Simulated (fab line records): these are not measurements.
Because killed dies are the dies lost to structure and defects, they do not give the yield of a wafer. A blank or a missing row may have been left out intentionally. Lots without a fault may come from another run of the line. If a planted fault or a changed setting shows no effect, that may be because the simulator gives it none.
2 desks, one fault	flow berkeleyCmos170	each desk holds nothing but its own numbers, with what lay behind them at the end

## TOOL OWNER'S DESK, wetBench-01
The tool's own readings at UCB170_PWELL_WET_ETCH_19 (etches Si3N4 in H3PO4, time 14400 s): means of the sampled wafers that have a number, for each lot that ran on this tool. A lot is out of limits, marked OUT, if its mean lies more than 4 standard deviations from the usual mean; the brackets give that distance.
Columns: A = bathGuardTempC at UCB170_PWELL_WET_ETCH_19, usual 159.9 C
lot	first seen here	A
L129	day 3 16:53	160.1
L131	day 4 00:58	159.7
L133	day 4 12:41	159.6
L135	day 4 21:54	160.4
L138	day 5 17:26	160.5
L141	day 6 02:12	160.5
Finding of this desk: none of the 6 lots has anything out of limits.

## AT THE METROLOGY DESK
What the gauges read for every lot (on any tool): the sampled wafers with a number, averaged. A lot is out of limits, marked OUT, if its mean lies more than 4 standard deviations from the usual mean; the brackets give that distance.
Columns: A = M2_AL_THK at UCB170_M2_THK_MEAS_03, usual 883 nm
lot	first seen here	A
L130	day 8 08:59	875
L129	day 8 10:05	881
L128	day 8 14:04	891
L131	day 8 23:30	879
L133	day 9 07:04	876
L132	day 9 08:32	898
L136	day 10 03:43	888
L135	day 10 03:54	877
L134	day 10 04:01	891
L141	day 11 10:02	884
L138	day 11 10:33	886
L146	day 12 18:23	878
L148	day 13 00:34	888
L149	day 13 08:31	892
Finding of this desk: none of the 14 lots has anything out of limits.

## TAKEN TOGETHER
The tool owner's desk saw nothing out of limits.
At the metrology desk, nothing out of limits was observed.

## WHAT THE SIMULATOR HAD PUT IN
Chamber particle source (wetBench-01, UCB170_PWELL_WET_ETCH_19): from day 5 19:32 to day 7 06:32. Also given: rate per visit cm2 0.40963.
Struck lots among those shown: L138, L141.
